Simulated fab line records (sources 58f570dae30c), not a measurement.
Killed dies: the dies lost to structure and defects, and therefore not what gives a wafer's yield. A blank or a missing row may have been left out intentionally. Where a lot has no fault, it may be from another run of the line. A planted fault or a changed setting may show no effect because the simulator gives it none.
Chamber matching :: flow berkeley-cmos170 :: rie-diel-04 running UCB170_M1_ETCH_11: 4 sister chambers
The step etches BARC in N2/H2. 8 wafers are shown with their chamber, then 7 later ones without.

== EACH WAFER AND ITS CHAMBER ==
wafer: L125.4
chamber: 3
throttle-valve-pct (%): 13.20
oes-product-au (a.u.): 1.011

wafer: L124.2
chamber: 3
throttle-valve-pct (%): 13.19
oes-product-au (a.u.): 1.018

wafer: L127.5
chamber: 2
throttle-valve-pct (%): 13.52
oes-product-au (a.u.): 0.992

wafer: L129.1
chamber: 1
throttle-valve-pct (%): 13.60
oes-product-au (a.u.): 1.020

wafer: L129.3
chamber: 2
throttle-valve-pct (%): 13.54
oes-product-au (a.u.): 0.978

wafer: L129.4
chamber: 0
throttle-valve-pct (%): 13.34
oes-product-au (a.u.): 1.003

wafer: L130.1
chamber: 1
throttle-valve-pct (%): 13.58
oes-product-au (a.u.): 1.011

wafer: L130.2
chamber: 0
throttle-valve-pct (%): 13.35
oes-product-au (a.u.): 0.994

== WAFERS WITH NO CHAMBER GIVEN ==
wafer: L130.6
throttle-valve-pct (%): 13.37
oes-product-au (a.u.): 1.005

wafer: L137.3
throttle-valve-pct (%): 13.35
oes-product-au (a.u.): 1.000

wafer: L137.4
throttle-valve-pct (%): 13.59
oes-product-au (a.u.): 1.010

wafer: L137.5
throttle-valve-pct (%): 13.54
oes-product-au (a.u.): 0.978

wafer: L143.1
throttle-valve-pct (%): 13.55
oes-product-au (a.u.): 0.977

wafer: L143.2
throttle-valve-pct (%): 13.59
oes-product-au (a.u.): 1.019

wafer: L143.5
throttle-valve-pct (%): 13.54
oes-product-au (a.u.): 0.973

== WHICH CHAMBER EACH WENT THROUGH ==
wafer: L130.6
from the rows above: 0
in truth: 0

wafer: L137.3
from the rows above: 0
in truth: 0

wafer: L137.4
from the rows above: 1
in truth: 1

wafer: L137.5
from the rows above: 2
in truth: 2

wafer: L143.1
from the rows above: 2
in truth: 2

wafer: L143.2
from the rows above: 1
in truth: 1

wafer: L143.5
from the rows above: 2
in truth: 2
Placed correctly: 7 of 7. Left unplaced by these rows: 0. Wrongly placed: 0.
How it was worked out, from the rows above alone: a wafer's distance from a chamber is the root of the sum, over the readings, of the square of ((its reading less the chamber's mean) divided by the reading's scatter). The wafer belongs to the nearest chamber; if the next one is less than 2 further off, it can't be placed. The mean given for a chamber averages the wafers shown for that chamber. How the scatter is found: for the shown wafers, subtract from each reading the mean of its chamber, square and add these, divide the total by (wafers less chambers), then take the root.
